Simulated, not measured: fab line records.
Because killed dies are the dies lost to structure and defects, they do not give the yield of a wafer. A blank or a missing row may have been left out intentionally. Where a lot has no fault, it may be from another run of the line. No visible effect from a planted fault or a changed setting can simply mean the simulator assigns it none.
Comparing a struck lot with a sound one | flow rit-cmos | 15 steps out of a route of 202
Sound: wafers L498.1, L498.3, L498.4. Wafers struck: L503.2, L503.3, L503.4. Last of all comes the cause.
Order at every step that has rows: each side's tool, ch and its chambers, its first start. Under that, the readings that differ: sound wafers | struck wafers | difference of the means | sigmas: that difference in standard deviations of wafers without a fault.
alike: readings whose means differ by less than 2 such deviations, and words and numbers that are the same on both sides. not compared: withheld readings, readings that some wafer has no value for, bounds like >300 that may hide the same value, and numbers for which the record gives no deviation and whose values overlap.
Wherever a step has rows on one side only, a row that says differs or no value, or a row with sigmas, the two part there. Numbers that have no deviation but don't overlap get no sigmas and don't part them. A reading that every wafer of one side lacks parts them only if that side has two wafers or more.

first, 1 step without rows for these wafers: RIT_ACTIVE_OXIDATION_01 (target thk 46.8 nm, ox time 3360 s).
RIT_ACTIVE_THK_MEAS_02:
  sound on film-metro-02, day 2 13:29; struck on film-metro-04, day 3 14:16
  alike: ACTIVE_OXIDE_THK
then, 1 step without rows for these wafers: RIT_ACTIVE_CVD_03 (deposits Si3N4 from SiH2Cl2/NH3, target thk 150 nm, time 1500 s).
RIT_ACTIVE_THK_MEAS_04:
  sound on film-metro-04, day 2 14:58; struck on film-metro-01, day 3 15:44
  alike: ACTIVE_NITRIDE_THK
then, 6 steps without rows for these wafers: RIT_ACTIVE_HMDS_05 (prime time 60 s); RIT_ACTIVE_COAT_06 (resist thk 1000 nm); RIT_ACTIVE_SOFTBAKE_07 (time 60 s); RIT_ACTIVE_EXPOSE_08 (exposes mask M1, target cd 1400 nm); RIT_ACTIVE_PEB_09; RIT_ACTIVE_DEVELOP_10 (develop time 50 s).
RIT_ACTIVE_CD_MEAS_11: target cd 1400 nm.
  sound on cd-sem-01, day 2 15:52; struck on cd-sem-02, day 3 16:39
  alike: cd-nm
then, 1 step without rows for these wafers: RIT_ACTIVE_HARDBAKE_12 (time 60 s).
RIT_ACTIVE_ETCH_13: etches Si3N4 in SF6, stops on SiO2, time 210 s, target depth 210 nm.
  sound on rie-diel-04 ch 0,2,3, day 2 16:08; struck on rie-diel-02 ch 1,2,3, day 3 16:54
  reading                                     | sound             | struck            | difference | sigmas
  oes-product-au (a.u.)                       | 0.809 0.815 0.831 | 0.761 0.755 0.758 | -0.060     | -4
  model.NOVOLAK_of_ACTIVE_COAT_06.thk-nm (nm) | 653.5 648.5 656.7 | 751.3 750.4 750.4 | +97.8      |
  model.ACTIVE.feature-depth-nm (nm)          | 150.2 151.9 152.3 | 126.4 125 123.5   | -26.5      |
  model.etch.depth-nm (nm)                    | 150.1 151.4 152.3 | 126.4 125 123.5   | -26.3      |
  alike: drypump-motor-current-A, throttle-valve-pct
  not compared: rf-hours-counter-h
RIT_ACTIVE_STRIP_14: strips in O2, time 180 s.
  sound on plasma-asher-03 ch 0,1, day 2 16:16; struck on plasma-asher-04 ch 0,1, day 3 17:02
  alike: drypump-motor-current-A
  not compared: rf-hours-counter-h
RIT_M1_PROBE_99:
  sound on prober-01, day 4 14:02; struck on prober-02, day 5 16:38
  reading             | sound | struck                                                               | difference                   | sigmas
  hold                | - - - | await-dispo/2.8h/scrap await-dispo/2.8h/scrap await-dispo/2.8h/scrap | no value on the sound wafers |
  killed_at_M0_to_M3  | 0 0 2 | 0 0 0                                                                | -1                           | -3
  killed-at-front-end | 5 8 2 | 263 264 264                                                          | +259                         | +83
  killed-dies         | 5 8 4 | 264 264 264                                                          | +258                         | +83
  killed-on-rim       | 0 3 0 | 70 70 70                                                             | +69                          | +49
  alike: killed-at-contacts, killed-open, killed-short

## WHERE THEY PART
Earliest at RIT_ACTIVE_ETCH_13; latest, in this record, at RIT_M1_PROBE_99.

WHY: the cause the simulator had injected
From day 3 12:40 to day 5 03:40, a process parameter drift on rie-diel-02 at RIT_ACTIVE_ETCH_13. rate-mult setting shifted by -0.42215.
